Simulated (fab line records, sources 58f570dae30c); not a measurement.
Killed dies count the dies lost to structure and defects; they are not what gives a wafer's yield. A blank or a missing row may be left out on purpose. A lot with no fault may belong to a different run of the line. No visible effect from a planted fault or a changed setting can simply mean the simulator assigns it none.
Which tool was responsible? / flow berkeley cmos170 / 21 wafers from 7 lots sampled at 4 of the route's 331 steps

== WHAT THE GAUGES READ, wafer by wafer ==
UCB170_NLDD_TW_MEAS_11.
lot=L240; measured=day 8 06:49; on=film metro-03; NLDD_TW=2207 2197 2202
lot=L248; measured=day 9 22:18; on=film metro-02; NLDD_TW=30 31 30
lot=L251; measured=day 10 23:38; on=film metro-03; NLDD_TW=2219 2213 2203
lot=L252; measured=day 11 08:25; on=film metro-03; NLDD_TW=2198 2194 2196
lot=L256; measured=day 12 01:11; on=film metro-03; NLDD_TW=2227 2198 2217
lot=L258; measured=day 12 17:13; on=film metro-03; NLDD_TW=2202 2206 2204
lot=L260; measured=day 12 22:01; on=film metro-04; NLDD_TW=2219 2201 2221

== TOOL THAT RAN EACH LOT (tool first, then ch and the chambers of the sampled wafers, then the start) ==
lot=L240; UCB170_GATE_ETCH_15=rie si-02 ch 0,3, day 8 02:31; UCB170_PLDD_STRIP_10=plasma asher-03 ch 0,1, day 8 04:23; UCB170_NLDD_STRIP_10=plasma asher-02 ch 0,1, day 8 06:43
lot=L248; UCB170_GATE_ETCH_15=rie si-01 ch 0,1,2, day 9 18:25; UCB170_PLDD_STRIP_10=plasma asher-04 ch 0,1, day 9 20:34; UCB170_NLDD_STRIP_10=plasma asher-04 ch 0, day 9 22:11
lot=L251; UCB170_GATE_ETCH_15=rie si-02 ch 0,1,3, day 10 17:04; UCB170_PLDD_STRIP_10=plasma asher-03 ch 0,1, day 10 21:50; UCB170_NLDD_STRIP_10=plasma asher-01 ch 0,1, day 10 23:31
lot=L252; UCB170_GATE_ETCH_15=rie si-01 ch 0,1,2, day 11 03:57; UCB170_PLDD_STRIP_10=plasma asher-01 ch 0,1, day 11 06:31; UCB170_NLDD_STRIP_10=plasma asher-01 ch 0,1, day 11 08:19
lot=L256; UCB170_GATE_ETCH_15=rie si-02 ch 1,2, day 11 20:59; UCB170_PLDD_STRIP_10=plasma asher-01 ch 1, day 11 23:05; UCB170_NLDD_STRIP_10=plasma asher-02 ch 0,1, day 12 01:05
lot=L258; UCB170_GATE_ETCH_15=rie si-01 ch 2,3, day 12 12:56; UCB170_PLDD_STRIP_10=plasma asher-03 ch 0,1, day 12 15:05; UCB170_NLDD_STRIP_10=plasma asher-02 ch 0,1, day 12 17:07
lot=L260; UCB170_GATE_ETCH_15=rie si-02 ch 1,2,3, day 12 16:57; UCB170_PLDD_STRIP_10=plasma asher-04 ch 0,1, day 12 19:36; UCB170_NLDD_STRIP_10=plasma asher-01 ch 0,1, day 12 21:55
- UCB170_GATE_ETCH_15: etches poly-Si in HBr/Cl2, stops on SiO2, time 56.3 s, target depth 278.2 nm.
- UCB170_PLDD_STRIP_10: strips in O2.
- UCB170_NLDD_STRIP_10: strips in O2.

== THE ANSWER, worked out from the rows above alone ==
Rule: the lots themselves supply what counts as usual. Put in order of their means at a reading, lots are off if they are a third of the lots or fewer, leave a main group of 4 or more, and stand apart from it by a gap of 3 or more times the standard deviation of the main group's means; of several such gaps the widest counts. If all means in a main group match to the digits the tables above print for the reading, that group is not used. A lot without any number at a reading at which 4 lots or more have one is off too. The other lots that the step has rows for count as sound.
Off: L248, at UCB170_NLDD_TW_MEAS_11 (NLDD_TW). The main group: mean 2207, standard deviation 6.7.
If a tool, at a process step before that reading, ran all the lots that are off and no sound lot after the first of them, it fits. The gauges at UCB170_NLDD_TW_MEAS_11 are tried like those tools. 2 tools fit, plasma asher-04 at UCB170_NLDD_STRIP_10 and film metro-02 at UCB170_NLDD_TW_MEAS_11, so this cannot tell which one it is.

== WHAT THE SIMULATOR HAD INSERTED ==
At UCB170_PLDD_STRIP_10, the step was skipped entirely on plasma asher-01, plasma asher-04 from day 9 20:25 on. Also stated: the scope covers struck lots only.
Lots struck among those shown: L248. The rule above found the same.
